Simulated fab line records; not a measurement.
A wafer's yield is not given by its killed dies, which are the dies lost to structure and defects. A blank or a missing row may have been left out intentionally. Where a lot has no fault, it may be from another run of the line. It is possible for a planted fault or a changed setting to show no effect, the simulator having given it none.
2 desks, one fault -- flow berkeley-cmos170 -- each desk has only its own numbers; what lay behind them comes last

## THE METROLOGY DESK
What the gauges read for every lot (on any tool): the sampled wafers with a number, averaged. Any lot whose mean is over 4 standard deviations away from the usual mean is out of limits and marked OUT; that distance is given in the brackets.
Columns: A = cd-nm at UCB170_GATE_CD_MEAS_12, usual 349.4 nm; B = PSD_TW at UCB170_PSD_TW_MEAS_10, usual 2341; C = M1_OVL at UCB170_M1_OVL_MEAS_10, usual -5 nm; D = V2_TEOS_THK at UCB170_V2_THK_MEAS_01, usual 1997 nm
lot,first seen here,A,B,C,D
L503,day 5 20:04,349.2,2329,3,1987
L502,day 5 20:43,349.4,2334,-9,1994
L505,day 6 17:06,350.0,2330,0,1993
L507,day 6 20:15,348.3,2359,-1,2017
L504,day 6 20:35,348.9,2355,-5,1984
L508,day 7 03:33,348.6,2330,-5,2003
L509,day 7 23:59,350.0,2355,-7,1971
L510,day 8 00:01,349.1,2347,-6,1968
L511,day 8 00:11,349.9,2334,-9,2215 (+9.9) OUT
L512,day 8 00:28,349.5,2352,-1,2200 (+9.2) OUT
L517,day 8 22:30,346.9,2347,-10,1979
L520,day 9 16:50,350.3,2330,-7,2020
L521,day 9 22:28,350.9,2361,-1,1996
L522,day 10 16:16,348.1,2328,-6,1997
This desk reports L511, L512 out of limits; the earliest was L511 at day 9 10:02 (V2_TEOS_THK at UCB170_V2_THK_MEAS_01). L503, L502, L505, L507, L504, L508, L509, L510, L517, L520, L521, L522 stayed within limits.

## FOR THE TOOL OWNER'S DESK: pecvd-04
The tool's own readings at UCB170_V2_CVD_00 (deposits SiO2 from TEOS/O2, target thk 2000 nm, time 250 s): means of the sampled wafers that have a number, for each lot that ran on this tool. Any lot whose mean is over 4 standard deviations away from the usual mean is out of limits and marked OUT; that distance is given in the brackets.
Columns: A = heater-power-w at UCB170_V2_CVD_00, usual 267 W; B = rf-fwd-power-W at UCB170_V2_CVD_00, usual 548.7 W
lot,first seen here,A,B
L502,day 7 06:10,311,548.4
L507,day 8 07:47,282,551.2
L508,day 8 17:53,291,549.2
L511,day 9 09:52,218,768.6 (+99 or more) OUT
L512,day 9 10:39,195,769.5 (+99 or more) OUT
This desk's verdict: out of limits on L511, L512, starting with L511 at day 9 09:52 (rf-fwd-power-W at UCB170_V2_CVD_00). L502, L507, L508 stayed within limits.

## TAKEN TOGETHER
At day 9 09:52, on L511, L512, the tool owner's desk was in a position to raise an alarm.
Metrology desk: alarm possible at day 9 10:02 on L511, L512.
UCB170_V2_CVD_00 was run on pecvd-04 by each of the lots named.

## WHAT THE SIMULATOR HAD INSERTED
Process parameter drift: pecvd-04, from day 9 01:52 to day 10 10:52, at UCB170_V2_CVD_00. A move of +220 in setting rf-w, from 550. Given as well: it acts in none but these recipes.
Shown lots that were struck: L511, L512.
Fault start to first reading out of limits, in hours, per desk: tool owner, 8; metrology, 8.
